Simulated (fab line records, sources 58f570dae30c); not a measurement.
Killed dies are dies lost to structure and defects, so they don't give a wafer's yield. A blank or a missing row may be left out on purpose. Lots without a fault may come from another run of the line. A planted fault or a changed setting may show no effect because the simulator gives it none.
fab line records | flow berkeley_cmos170
record lots=14 wafers=42 last_day=11
route steps=331 shown NWELL@16 GATE@129 PSD@184
lots that met no fault: from a run of the same line without faults
start_h: hours from the record's first day to the start of the lot's first wafer shown | wait_h: hours since the lot's step before | " the same as in the row above | L1.1+2: a row that stands for several wafers | - no value, or no start given | * or withheld: withheld | < > ~ a bound
route shown NAME@n: a module of which the file shows steps, and the number in the route of the first | usual: mean/standard deviation of fault-free wafers | same: alike in all rows | chamber/n: place in a boat | sites: the reading at each site | _std_site: their standard deviation | _edge_site: outer sites' mean less inner sites' | radius_mm: how far each site lies from the wafer's centre | mask NAME#n: copy n | behind: the tool/chamber that last shaped the wafer | hold: why the lot was held/for how many hours/how that ended | device: the transistor (n, p or np) that didn't switch | end of line: the same wafers' tests at the end of the route | a step without rows: its recipe alone | killed: dies lost to structure and defects at the first sort, not the wafer's yield | map: a wafer's dies, x killed, . not, _ none there
set.NAME: the setting as run; set.NAME@STEP: as run at that earlier step | model.NAME: the simulator's own value behind a step, which no gauge read
steps of the route over a sample of lots; a table a step, a row a wafer
services: from which hour (start_h, from the record's first day; less than 0 if before it) a tool's chamber was out of use, for how many hours, and why
## steps
# step UCB170_NWELL_THK_MEAS_02
# recipe reads=SiO2_of_NWELL_OXIDATION_01
# usual NWELL_OXIDE_THK=26.5/0.57
# columns lot.wafer tool chamber start_h wait_h NWELL_OXIDE_THK[nm]
L369.1 film_metro-03 - 29.15 0.0 26.8
L369.2 " - " " 26.6
L369.4 " - " " 26.3
L370.2 film_metro-03 - 31.43 0.0 27.1
L370.4 " - " " 26.7
L370.5 " - " " 27.0
L371.1 film_metro-01 - 35.52 0.0 27.4
L371.3 " - " " 27.3
L371.6 " - " " 27.0
L372.4 film_metro-04 - 35.55 0.0 26.6
L372.5 " - " " 26.7
L372.6 " - " " 26.6
L373.1 film_metro-03 - 39.12 0.0 26.7
L373.3 " - " " 26.6
L373.5 " - " " 26.5
L374.1 film_metro-01 - 49.47 0.0 26.2
L374.3 " - " " 25.7
L374.5 " - " " 26.0
L379.2 film_metro-01 - 74.09 0.0 24.9
L379.3 " - " " 25.2
L379.4 " - " " 25.4
L387.1 film_metro-04 - 111.92 0.0 26.4
L387.5 " - " " 26.2
L387.6 " - " " 25.9
L386.3 film_metro-01 - 111.94 0.0 26.9
L386.4 " - " " 26.8
L386.5 " - " " 26.8
L388.1 film_metro-01 - 123.76 0.0 25.9
L388.2 " - " " 25.9
L388.4 " - " " 26.2
L389.2 film_metro-03 - 126.37 0.0 25.4
L389.4 " - " " 25.5
L389.5 " - " " 26.0
L390.1 film_metro-04 - 130.60 0.0 25.8
L390.2 " - " " 26.1
L390.3 " - " " 26.6
L391.1 film_metro-03 - 130.60 0.0 26.7
L391.2 " - " " 26.4
L391.4 " - " " 26.3
L392.2 film_metro-04 - 136.32 0.0 26.2
L392.3 " - " " 26.1
L392.4 " - " " 26.4
# step UCB170_GATE_ANNEAL_03
# recipe temp_c=900 time_s=1800 ambient=N2
# usual spike_tc_centre_C=901.3/1.1 spike_tc_load_C=928/5.7 time_s=1800/0
# columns lot.wafer tool chamber start_h wait_h spike_tc_centre_C spike_tc_load_C time_s
L369.1 furnace-04 0 124.07 2.1 900.8 934 1800
L369.2 " 0 " " 901.4 936 1800
L369.4 " 0 " " 903.9 933 1800
L370.2 furnace-03 0 128.43 0.7 901.3 923 1800
L370.4 " 0 " " 903.4 924 1800
L370.5 " 0 " " 902.2 924 1800
L371.1 furnace-03 0 128.43 0.7 903.0 925 1800
L371.3 " 0 " " 901.8 924 1800
L371.6 " 0 " " 901.3 924 1800
L372.4 furnace-03 0 128.43 0.6 901.0 924 1800
L372.5 " 0 " " 902.4 922 1800
L372.6 " 0 " " 900.7 924 1800
L373.1 furnace-04 0 137.81 2.0 901.8 933 1800
L373.3 " 0 " " 899.7 932 1800
L373.5 " 0 " " 899.3 934 1800
L374.1 furnace-04 0 137.81 2.0 902.6 935 1800
L374.3 " 0 " " 900.3 934 1800
L374.5 " 0 " " 900.6 933 1800
L379.2 furnace-01 0 158.64 1.3 901.1 922 1800
L379.3 " 0 " " 900.2 921 1800
L379.4 " 0 " " 901.7 922 1800
L386.3 furnace-04 - 213.43 1.7 - - -
L386.4 " - " " - - -
L386.5 " - " " - - -
L387.1 furnace-04 - 213.43 1.8 - - -
L387.5 " - " " - - -
L387.6 " - " " - - -
L388.1 furnace-04 0 213.43 1.7 899.4 932 1800
L388.2 " 0 " " 900.2 933 1800
L388.4 " 0 " " 899.8 932 1800
L389.2 furnace-04 0 213.43 1.7 901.7 934 1800
L389.4 " 0 " " 901.9 934 1800
L389.5 " 0 " " 900.8 934 1800
L390.1 furnace-04 0 213.43 1.8 901.6 935 1800
L390.2 " 0 " " 900.9 933 1800
L390.3 " 0 " " 902.0 935 1800
L391.1 furnace-04 0 213.43 1.8 901.2 935 1800
L391.2 " 0 " " 898.7 932 1800
L391.4 " 0 " " 901.1 932 1800
L392.2 furnace-03 0 220.16 4.0 903.6 924 1800
L392.3 " 0 " " 903.8 924 1800
L392.4 " 0 " " 901.5 924 1800
# step UCB170_PSD_STRIP_09
# recipe chemistry=O2 power_w=400 pressure_mtorr=3500 platen_temp_c=withheld o2_flow_sccm=400 overash_fraction=0.5
# usual drypump_motor_current_A=5.7/0.36 oes_product_au=0.600/0.0042 strip_time_to_endpoint_s=29.38/0.076
# columns lot.wafer tool chamber start_h wait_h drypump_motor_current_A oes_product_au rf_hours_counter_h strip_time_to_endpoint_s
L369.1 plasma_asher-03 0 139.07 0.1 5.6 0.603 3 29.43
L369.2 " 1 " " 6.1 0.598 3 29.31
L369.4 " 1 " " 6.1 0.603 - 29.36
L370.2 plasma_asher-03 0 141.76 0.1 5.7 0.595 3 29.56
L370.4 " 0 " " 5.7 0.601 - 29.47
L370.5 " 1 " " 6.1 0.603 - 29.49
L372.4 plasma_asher-02 1 142.03 0.1 5.6 0.597 - 29.28
L372.5 " 1 " " 5.6 0.599 - 29.28
L372.6 " 0 " " 6.2 0.601 - 29.27
L371.1 plasma_asher-01 1 142.33 0.1 5.8 0.602 43 29.33
L371.3 " 1 " " 5.8 0.605 - 29.25
L371.6 " 0 " " 5.1 0.592 - 29.28
L373.1 plasma_asher-02 0 150.98 0.1 6.2 0.597 44 29.45
L373.3 " 1 " " 5.6 0.596 - 29.44
L373.5 " 1 " " 5.6 0.599 - 29.42
L374.1 plasma_asher-02 0 152.38 0.1 6.2 0.607 44 29.33
L374.3 " 1 " " 5.6 0.601 - 29.26
L374.5 " 0 " " 6.2 0.590 - 29.24
L379.2 plasma_asher-01 1 174.00 0.1 5.8 0.591 47 29.54
L379.3 " 0 " " 5.2 0.601 - 29.41
L379.4 " 1 " " 5.8 0.605 - 29.48
L390.1 plasma_asher-03 0 228.29 0.1 5.6 0.598 13 29.46
L390.2 " 1 " " 6.1 0.599 13 29.43
L390.3 " 1 " " 6.0 0.597 - 29.46
L388.1 plasma_asher-01 0 228.41 0.1 5.1 0.595 53 29.38
L388.2 " 1 " " 5.8 0.604 53 29.50
L388.4 " 1 " " 5.8 0.603 - 29.39
L389.2 plasma_asher-02 0 228.57 0.1 6.2 0.593 52 29.41
L389.4 " 0 " " 6.2 0.604 - 29.40
L389.5 " 0 " " 6.2 0.602 - 29.32
L391.1 plasma_asher-01 0 228.84 0.1 5.1 0.602 53 29.47
L391.2 " 1 " " 5.8 0.599 53 29.50
L391.4 " 0 " " 5.1 0.606 - 29.49
L392.2 plasma_asher-02 1 235.78 0.1 5.6 0.592 53 29.33
L392.3 " 0 " " 6.2 0.608 - 29.38
L392.4 " 1 " " 5.6 0.605 - 29.31
# step UCB170_PSD_TW_MEAS_10
# usual PSD_TW=2320/11
# columns lot.wafer tool chamber start_h wait_h PSD_TW
L369.1 film_metro-02 - 139.17 0.1 2341
L369.2 " - " " 2325
L369.4 " - " " 2322
L370.2 film_metro-02 - 141.87 0.1 2336
L370.4 " - " " 2339
L370.5 " - " " 2331
L372.4 film_metro-04 - 142.13 0.1 2323
L372.5 " - " " 2328
L372.6 " - " " 2317
L371.1 film_metro-03 - 142.43 0.1 2341
L371.3 " - " " 2338
L371.6 " - " " 2333
L373.1 film_metro-02 - 151.08 0.1 2315
L373.3 " - " " 2305
L373.5 " - " " 2306
L374.1 film_metro-04 - 152.48 0.1 2312
L374.3 " - " " 2308
L374.5 " - " " 2304
L379.2 film_metro-04 - 174.11 0.1 2335
L379.3 " - " " 2333
L379.4 " - " " 2335
L390.1 film_metro-03 - 228.39 0.1 2331
L390.2 " - " " 2328
L390.3 " - " " 2326
L388.1 film_metro-04 - 228.51 0.1 2307
L388.2 " - " " 2305
L388.4 " - " " 2314
L389.2 film_metro-02 - 228.68 0.1 2337
L389.4 " - " " 2321
L389.5 " - " " 2319
L391.1 film_metro-03 - 228.94 0.1 2325
L391.2 " - " " 2316
L391.4 " - " " 2338
L392.2 film_metro-02 - 235.89 0.1 2322
L392.3 " - " " 2322
L392.4 " - " " 2328
## services
# columns tool chamber start_h hours kind
plasma_asher-03 - 108.75 9.0 pm
plasma_asher-03 0 108.75 9.0 vent_cycle
plasma_asher-03 1 108.75 9.0 vent_cycle
plasma_asher-03 0 117.75 - clean
plasma_asher-03 1 117.75 - clean
furnace-03 - 120.47 2.7 pm
furnace-04 - 131.73 3.5 pm
furnace-01 - 194.87 2.1 pm
plasma_asher-02 - 207.21 2.6 repair
furnace-03 - 214.29 3.0 pm
furnace-04 - 228.61 3.1 pm
## key
first_sign step=UCB170_GATE_ANNEAL_03 reading=tool_record direction=missing
effect none on later readings
met_at UCB170_GATE_ANNEAL_03
struck_lots L386,L387
later_rows_left_out L386.3,L386.4,L386.5,L387.1,L387.5,L387.6
sort_left_out L386.3,L386.4,L386.5,L387.1,L387.5,L387.6
tester_left_out L386,L387
not_acting_at UCB170_NWELL_THK_MEAS_02,UCB170_PSD_STRIP_09,UCB170_PSD_TW_MEAS_10
onset_between 137.81 213.43
fault kind=skipped_step_whole tool=furnace-04 chamber=- onset_h=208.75 steps=UCB170_GATE_ANNEAL_03 scope=struck_lots_only
# tester_left_out: of these lots the tester's yield and bins aren't shown, on N5 and GAA mostly nor the transistor test; their killed dies are dies lost to structure and defects alone, not to doping, threshold or leakage, so they don't give the yield
# sort_left_out: the simulated sort isn't trusted on such a fault, so these wafers' sort isn't shown, and their yield isn't known
# later_rows_left_out: the simulator's readings of these wafers behind a module that went badly wrong aren't trusted and aren't shown, but for the sort
